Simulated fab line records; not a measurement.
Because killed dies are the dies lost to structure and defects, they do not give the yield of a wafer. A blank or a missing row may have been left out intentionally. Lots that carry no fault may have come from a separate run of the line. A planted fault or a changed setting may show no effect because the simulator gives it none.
A single fault, viewed from 2 desks + flow berkeley cmos170 + numbers are kept per desk, each desk with only its own; the story behind them comes last

== AT THE METROLOGY DESK ==
What the gauges read for every lot (on any tool): the sampled wafers with a number, averaged. A lot is out of limits, marked OUT, if its mean lies more than 4 standard deviations from the usual mean; the brackets give that distance.
Columns: A = M1_AL_THK at UCB170_M1_THK_MEAS_02, usual 590 nm; B = cd nm at UCB170_M1_CD_MEAS_09, usual 699.9 nm; C = V1_POLISHED_THK at UCB170_V1_THK_MEAS_04, usual 999.6 nm
| lot  | first seen here | A   | B     | C                |
|------|-----------------|-----|-------|------------------|
| L875 | day 8 12:09     | 596 | 698.5 | 999.5            |
| L880 | day 9 03:02     | 580 | 698.3 | 1000.3           |
| L878 | day 9 06:14     | 592 | 699.3 | 1000.4           |
| L877 | day 9 06:26     | 600 | 701.0 | 999.0            |
| L879 | day 9 06:37     | 603 | 701.1 | 1000.4           |
| L882 | day 9 20:42     | 584 | 702.2 | 999.7            |
| L881 | day 9 22:15     | 583 | 703.1 | 1000.0           |
| L884 | day 10 02:30    | 577 | 698.1 | 999.3            |
| L892 | day 12 00:14    | 598 | 699.6 | 1083.4 (+76) OUT |
| L893 | day 12 00:34    | 583 | 699.2 | 998.7            |
| L896 | day 12 19:16    | 597 | 698.5 | 1000.5           |
| L897 | day 12 19:16    | 582 | 699.7 | 999.7            |
| L898 | day 12 21:44    | 594 | 700.0 | 999.4            |
This desk reports L892 out of limits; the earliest was L892 at day 12 03:40 (V1_POLISHED_THK at UCB170_V1_THK_MEAS_04). L875, L880, L878, L877, L879, L882, L881, L884, L893, L896, L897, L898 stayed within limits.

== DESK OF THE TOOL OWNER: cmp-01 ==
The tool's own readings at UCB170_V1_CMP_02 (polishes SiO2): means of the sampled wafers that have a number, for each lot that ran on this tool. A lot is out of limits, marked OUT, if its mean lies more than 4 standard deviations from the usual mean; the brackets give that distance.
Columns: A = edge zone pressure frac at UCB170_V1_CMP_02, usual 1.001; B = motor current A at UCB170_V1_CMP_02, usual 15.5 A
| lot  | first seen here | A     | B    |
|------|-----------------|-------|------|
| L875 | day 8 18:59     | 1.003 | 15.8 |
| L880 | day 9 06:36     | 1.002 | 15.4 |
| L879 | day 9 12:01     | 1.003 | 16.2 |
| L882 | day 10 00:47    | 1.001 | 15.4 |
| L884 | day 10 05:33    | 1.001 | 17.0 |
| L892 | day 12 03:19    | 0.999 | 15.3 |
Result from this desk: across the 6 lots, nothing is out of limits.

== PUT TOGETHER ==
L892 would have let the metrology desk raise an alarm at day 12 03:40.
The tool owner's desk saw nothing out of limits.
The tool owner's desk has L892 on record, within its limits.
All the named lots went through UCB170_V1_CMP_02 on cmp-01.

== WHAT THE SIMULATOR HAD INSERTED ==
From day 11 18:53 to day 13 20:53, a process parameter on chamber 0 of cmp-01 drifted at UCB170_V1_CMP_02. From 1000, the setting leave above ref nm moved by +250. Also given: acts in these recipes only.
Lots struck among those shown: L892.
Delay in hours, fault start to first out-of-limits reading, per desk: metrology desk 9.
